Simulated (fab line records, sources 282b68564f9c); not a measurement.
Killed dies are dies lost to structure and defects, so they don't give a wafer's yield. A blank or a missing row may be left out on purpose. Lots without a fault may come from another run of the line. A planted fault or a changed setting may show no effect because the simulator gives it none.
Which tool did it? | flow rit_cmos | 10 lots, 30 wafers sampled, at 2 steps of a route of 202

WHAT THE GAUGES READ, wafer by wafer
RIT_SPACER_THK_MEAS_04.
lot  | measured    | on            | SPACER_NITRIDE_THK (nm)
L427 | day 2 22:55 | film_metro-01 | 247.7 247.7 247.8
L428 | day 3 06:51 | film_metro-04 | 249.6 247.8 247.1
L436 | day 4 23:27 | film_metro-01 | 248.3 246.7 246.5
L437 | day 5 02:48 | film_metro-04 | 250.3 251.6 249.2
L439 | day 5 10:45 | film_metro-03 | 249.8 248.7 246.9
L440 | day 5 15:25 | film_metro-04 | 247.8 247.1 248.7
L443 | day 6 05:02 | film_metro-04 | 254.4 252.2 255.4
L444 | day 6 11:35 | film_metro-04 | 251.9 253.6 252.4
L448 | day 7 07:38 | film_metro-04 | 247.0 248.5 251.1
L449 | day 7 11:27 | film_metro-04 | 246.6 243.7 245.0

WHICH TOOL RAN EACH LOT (tool, then ch and the chambers of the sampled wafers, then the start)
lot  | RIT_PLDD_STRIP_09
L427 | plasma_asher-03 ch 0,1, day 2 20:22
L428 | plasma_asher-02 ch 0,1, day 3 03:21
L436 | plasma_asher-03 ch 0,1, day 4 20:37
L437 | plasma_asher-02 ch 0,1, day 5 00:16
L439 | plasma_asher-03 ch 0,1, day 5 08:13
L440 | plasma_asher-01 ch 1, day 5 12:53
L443 | plasma_asher-02 ch 0, day 6 02:31
L444 | plasma_asher-02 ch 0,1, day 6 09:04
L448 | plasma_asher-02 ch 0,1, day 7 05:05
L449 | plasma_asher-01 ch 0,1, day 7 08:36
- RIT_PLDD_STRIP_09: strips in O2, time 180 s.

THE ANSWER, worked out from the rows above alone
Rule: what is usual is taken from the lots themselves. Put in order of their means at a reading, lots are off if they are a third of the lots or fewer, leave a main group of 4 or more, and stand apart from it by a gap of 3 or more times the standard deviation of the main group's means; of several such gaps the widest counts. A main group whose means are all the same, to the digits that the tables above print for the reading, isn't used. A lot without any number at a reading at which 4 lots or more have one is off too. The other lots that the step has rows for count as sound.
No lot is off at any reading shown: from this, nothing can be told.

WHAT THE SIMULATOR HAD PUT IN
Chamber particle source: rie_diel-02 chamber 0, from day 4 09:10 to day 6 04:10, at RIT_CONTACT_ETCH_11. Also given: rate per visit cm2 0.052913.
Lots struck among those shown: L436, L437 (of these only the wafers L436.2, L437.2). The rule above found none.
